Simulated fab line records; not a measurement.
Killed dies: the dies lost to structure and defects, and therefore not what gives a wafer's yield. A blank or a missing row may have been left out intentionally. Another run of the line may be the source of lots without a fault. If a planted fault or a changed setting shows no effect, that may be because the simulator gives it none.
Which tool did it? | flow berkeleyCmos170 | 42 wafers from 14 lots sampled at 4 of the route's 331 steps

WHAT THE GAUGES READ, wafer by wafer
UCB170_NSD_TW_MEAS_10. Usual: NSD_TW typically reads 4192, with standard deviation 43.
lot  | measured     | on           | NSD_TW                        | flag
L563 | day 7 19:27  | filmMetro-04 | 4265 4242 4273                | 
L566 | day 8 05:52  | filmMetro-04 | 4214 4222 4224                | 
L567 | day 8 06:31  | filmMetro-02 | 3748 3763 3747 3753 3724 3746 | OFF
L568 | day 9 06:42  | filmMetro-04 | 3802 3813 3802 3800 3822 3806 | OFF
L577 | day 10 15:52 | filmMetro-01 | 4169 4160 4137                | 
L576 | day 10 16:09 | filmMetro-01 | 4161 4152 4141                | 
L575 | day 10 16:23 | filmMetro-04 | 4227 4229 4240                | 
L579 | day 11 04:40 | filmMetro-04 | 4227 4214 4238                | 
L580 | day 11 23:01 | filmMetro-04 | 4227 4225 4261                | 
L585 | day 12 09:19 | filmMetro-04 | 4264 4251 4244                | 
L581 | day 12 09:22 | filmMetro-02 | 4138 4163 4124                | 
L583 | day 12 10:07 | filmMetro-01 | 4156 4199 4139                | 
L584 | day 12 10:23 | filmMetro-01 | 4140 4154 4137                | 
L586 | day 12 18:11 | filmMetro-01 | 4126 4167 4147                | 

UCB170_SDANNEAL_RS_MEAS_03: a four-point-probe measurement. Usual: NSD_RS typically reads 37.26 ohm/sq, with standard deviation 0.098.
lot  | measured     | on           | NSD_RS (ohm/sq)                     | flag
L563 | day 7 21:27  | filmMetro-01 | 37.04 37.17 37.17                   | 
L566 | day 8 07:07  | filmMetro-01 | 37.19 37.10 37.24                   | 
L567 | day 8 13:43  | filmMetro-01 | 60.86 60.79 60.94 60.99 60.84 60.84 | OFF
L568 | day 9 09:49  | filmMetro-01 | 60.99 60.39 61.20 61.02 60.68 61.32 | OFF
L577 | day 10 17:05 | filmMetro-04 | 37.38 37.30 37.40                   | 
L576 | day 10 17:32 | filmMetro-01 | 37.23 37.31 37.28                   | 
L575 | day 10 17:44 | filmMetro-02 | 37.37 37.36 37.45                   | 
L579 | day 11 06:05 | filmMetro-01 | 37.13 37.19 37.17                   | 
L580 | day 12 01:45 | filmMetro-04 | 37.37 37.33 37.29                   | 
L585 | day 12 10:31 | filmMetro-02 | 37.12 37.14 37.18                   | 
L581 | day 12 10:35 | filmMetro-04 | 37.19 37.02 37.07                   | 
L583 | day 12 11:23 | filmMetro-01 | 37.27 37.33 37.20                   | 
L584 | day 12 11:49 | filmMetro-02 | 37.25 37.32 37.19                   | 
L586 | day 12 20:07 | filmMetro-02 | 37.26 37.29 37.33                   | 

WHAT TOOL EACH LOT RAN ON (gives the tool, then ch and the chambers of the sampled wafers, and finally the start)
lot  | UCB170_NSD_IMPLANT_08           | UCB170_NSD_STRIP_09
L563 | implanter-01 ch 0, day 7 19:13  | plasmaAsher-04 ch 0,1, day 7 19:20
L566 | implanter-01 ch 0, day 8 05:39  | plasmaAsher-02 ch 0,1, day 8 05:47
L567 | implanter-01 ch 0, day 8 06:17  | plasmaAsher-02 ch 0,1, day 8 06:25
L568 | implanter-01 ch 0, day 9 06:28  | plasmaAsher-04 ch 0,1, day 9 06:35
L577 | implanter-03 ch 0, day 10 15:37 | plasmaAsher-02 ch 1, day 10 15:46
L576 | implanter-03 ch 0, day 10 15:55 | plasmaAsher-04 ch 0,1, day 10 16:02
L575 | implanter-04 ch 0, day 10 16:08 | plasmaAsher-01 ch 0,1, day 10 16:17
L579 | implanter-03 ch 0, day 11 04:26 | plasmaAsher-01 ch 0,1, day 11 04:34
L580 | implanter-01 ch 0, day 11 22:46 | plasmaAsher-02 ch 0,1, day 11 22:55
L585 | implanter-01 ch 0, day 12 09:04 | plasmaAsher-02 ch 0,1, day 12 09:13
L581 | implanter-03 ch 0, day 12 09:07 | plasmaAsher-04 ch 0,1, day 12 09:16
L583 | implanter-01 ch 0, day 12 09:52 | plasmaAsher-01 ch 0,1, day 12 10:01
L584 | implanter-04 ch 0, day 12 10:08 | plasmaAsher-02 ch 0,1, day 12 10:17
L586 | implanter-01 ch 0, day 12 17:56 | plasmaAsher-02 ch 0,1, day 12 18:04
- UCB170_NSD_IMPLANT_08
- UCB170_NSD_STRIP_09: strips in O2.

AS READ BY THE TOOLS THEMSELVES (means over the sampled wafers that have a number; for cases with no such wafer, the mark the record gives instead)
UCB170_NSD_IMPLANT_08. Usual: doseIonsCm2 3e+15, standard deviation 3.4e+12; endStationPressureTorr 1.26e-05 Torr, standard deviation 6.4e-07; faradayCurrentUA 9261, standard deviation 200.
lot  | tool         | doseIonsCm2 | endStationPressureTorr (Torr) | faradayCurrentUA | flag
L563 | implanter-01 | 3e+15       | 1.22e-05                      | 9421             | 
L566 | implanter-01 | 3e+15       | 1.29e-05                      | 9185             | 
L567 | implanter-01 | 1e+15       | 8.77e-06                      | 4303             | OFF
L568 | implanter-01 | 1e+15       | 7.90e-06                      | 4325             | OFF
L577 | implanter-03 | 3e+15       | 1.29e-05                      | 9204             | 
L576 | implanter-03 | 3e+15       | 1.30e-05                      | 9299             | 
L575 | implanter-04 | 3e+15       | 1.26e-05                      | 9085             | 
L579 | implanter-03 | 3e+15       | 1.25e-05                      | 9387             | 
L580 | implanter-01 | 3e+15       | 1.25e-05                      | 9361             | 
L585 | implanter-01 | 3e+15       | 1.28e-05                      | 9238             | 
L581 | implanter-03 | 3e+15       | 1.27e-05                      | 9227             | 
L583 | implanter-01 | 3e+15       | 1.25e-05                      | 9300             | 
L584 | implanter-04 | 3e+15       | 1.25e-05                      | 9362             | 
L586 | implanter-01 | 3e+15       | 1.28e-05                      | 9205             | 

UCB170_NSD_STRIP_09. Usual: drypumpMotorCurrentA 5.9 A, standard deviation 0.5; oesProductAu 0.533 a.u., standard deviation 0.0046; stripTimeToEndpointS 35.80 s, standard deviation 0.082.
lot  | tool           | drypumpMotorCurrentA (A) | oesProductAu (a.u.) | stripTimeToEndpointS (s) | flag
L563 | plasmaAsher-04 | 5.9                      | 0.534               | 35.90                    | 
L566 | plasmaAsher-02 | 5.3                      | 0.531               | 35.81                    | 
L567 | plasmaAsher-02 | 5.3                      | 0.603               | 29.02                    | OFF
L568 | plasmaAsher-04 | 5.9                      | 0.606               | 29.04                    | OFF
L577 | plasmaAsher-02 | 5.4                      | 0.535               | 35.71                    | 
L576 | plasmaAsher-04 | 5.9                      | 0.538               | 35.73                    | 
L575 | plasmaAsher-01 | 6.4                      | 0.535               | 35.78                    | 
L579 | plasmaAsher-01 | 6.4                      | 0.536               | 35.83                    | 
L580 | plasmaAsher-02 | 5.3                      | 0.534               | 35.74                    | 
L585 | plasmaAsher-02 | 5.3                      | 0.536               | 35.72                    | 
L581 | plasmaAsher-04 | 5.9                      | 0.537               | 35.90                    | 
L583 | plasmaAsher-01 | 6.4                      | 0.530               | 35.79                    | 
L584 | plasmaAsher-02 | 5.3                      | 0.534               | 35.80                    | 
L586 | plasmaAsher-02 | 5.3                      | 0.537               | 35.79                    | 

THE ANSWER, worked out from the rows above alone
Rule: a lot is off if the mean of its wafers that have a number lies more than 3 standard deviations from the usual mean. A lot without any number at a reading at which 4 lots or more have one is off too. Where the step has rows for the other lots, those lots are counted as sound. First the gauges in route order, then the tools' own readings, where a lot's mean is used as printed above. The first step at which some lot is off is used, and at that step the reading that is off furthest; a lot without a number counts as furthest.
Off: L567, L568, seen at UCB170_NSD_TW_MEAS_10 (NSD_TW).
If a tool, at a process step before that reading, ran all the lots that are off and no sound lot after the first of them, it fits. The gauges at UCB170_NSD_TW_MEAS_10 aren't tried: what is off there is off at UCB170_SDANNEAL_RS_MEAS_03 too, on other tools, and a gauge's error can't cause that. None of those tried fits.

WHAT THE SIMULATOR HAD INSERTED
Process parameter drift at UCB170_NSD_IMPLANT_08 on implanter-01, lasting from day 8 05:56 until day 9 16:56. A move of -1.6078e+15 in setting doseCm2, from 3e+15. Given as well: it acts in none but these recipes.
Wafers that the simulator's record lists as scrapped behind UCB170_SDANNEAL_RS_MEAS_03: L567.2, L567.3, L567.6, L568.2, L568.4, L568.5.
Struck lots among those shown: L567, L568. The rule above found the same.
